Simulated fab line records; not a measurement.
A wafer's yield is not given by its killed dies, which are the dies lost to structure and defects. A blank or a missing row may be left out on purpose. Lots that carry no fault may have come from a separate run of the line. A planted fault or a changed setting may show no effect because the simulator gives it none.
Which tool is to blame? + flow berkeleyCmos170 + 13 lots with 39 wafers sampled at 2 steps, on a route of 331 steps

WHAT THE GAUGES READ, wafer by wafer
UCB170_V1_THK_MEAS_01. Usual: V1_TEOS_THK 1993 nm, standard deviation 28.
| lot  | measured     | on           | V1_TEOS_THK (nm) | flag |
|------|--------------|--------------|------------------|------|
| L868 | day 8 02:26  | filmMetro-03 | 1953 1976 1994   |      |
| L872 | day 8 16:58  | filmMetro-01 | 1967 1991 2033   |      |
| L874 | day 9 06:43  | filmMetro-01 | 1964 2008 1987   |      |
| L873 | day 9 08:03  | filmMetro-03 | 1984 1987 2021   |      |
| L875 | day 9 11:58  | filmMetro-01 | 1957 1929 1980   |      |
| L878 | day 10 10:13 | filmMetro-01 | 2054 1982 2020   |      |
| L877 | day 10 08:44 | filmMetro-01 | 1986 1950 1980   |      |
| L879 | day 10 18:14 | filmMetro-01 | 1996 2040 2027   |      |
| L883 | day 11 12:08 | filmMetro-03 | 1999 2042 2039   |      |
| L884 | day 11 07:01 | filmMetro-01 | 1957 2025 2002   |      |
| L887 | day 11 23:55 | filmMetro-03 | 1975 1936 2009   |      |
| L889 | day 12 20:56 | filmMetro-04 | 1991 2015 1973   |      |
| L891 | day 12 18:16 | filmMetro-04 | 1976 2021 2023   |      |

TOOL THAT RAN EACH LOT (tool first, then ch and the chambers of the sampled wafers, then the start)
| lot  | UCB170_WELLDRIVE_CLEAN_00     |
|------|-------------------------------|
| L868 | wetBench-02 ch 1, day 3 10:56 |
| L872 | wetBench-01 ch 1, day 4 05:11 |
| L874 | wetBench-01 ch 1, day 4 13:11 |
| L873 | wetBench-04 ch 2, day 4 13:45 |
| L875 | wetBench-04 ch 1, day 4 22:44 |
| L878 | wetBench-02 ch 3, day 5 11:24 |
| L877 | wetBench-04 ch 1, day 5 11:30 |
| L879 | wetBench-04 ch 0, day 5 19:02 |
| L883 | wetBench-04 ch 0, day 6 17:11 |
| L884 | wetBench-04 ch 1, day 6 17:11 |
| L887 | wetBench-01 ch 2, day 7 18:25 |
| L889 | wetBench-04 ch 1, day 8 07:14 |
| L891 | wetBench-01 ch 2, day 8 11:13 |
- UCB170_WELLDRIVE_CLEAN_00: cleans in SPM, time 600 s.

AS READ BY THE TOOLS THEMSELVES (means over the sampled wafers that have a number; for cases with no such wafer, the mark the record gives instead)
The record holds no such reading with a usual standard deviation.

THE ANSWER, worked out from the rows above alone
Rule: a lot counts as off when the mean over its wafers that have a number is more than 3 standard deviations away from the usual mean. Also off: a lot with no number at a reading for which 4 or more lots have one. All remaining lots with rows at the step are treated as sound. The gauges are gone through in route order, then the tools' own readings, and for those a lot's mean is taken as printed above. At the first step where some lot is off, the reading lying furthest off is the one used; lots without a number count as furthest.
Nothing can be told from this: no lot is off at any reading shown.

WHAT HAD BEEN PUT IN BY THE SIMULATOR
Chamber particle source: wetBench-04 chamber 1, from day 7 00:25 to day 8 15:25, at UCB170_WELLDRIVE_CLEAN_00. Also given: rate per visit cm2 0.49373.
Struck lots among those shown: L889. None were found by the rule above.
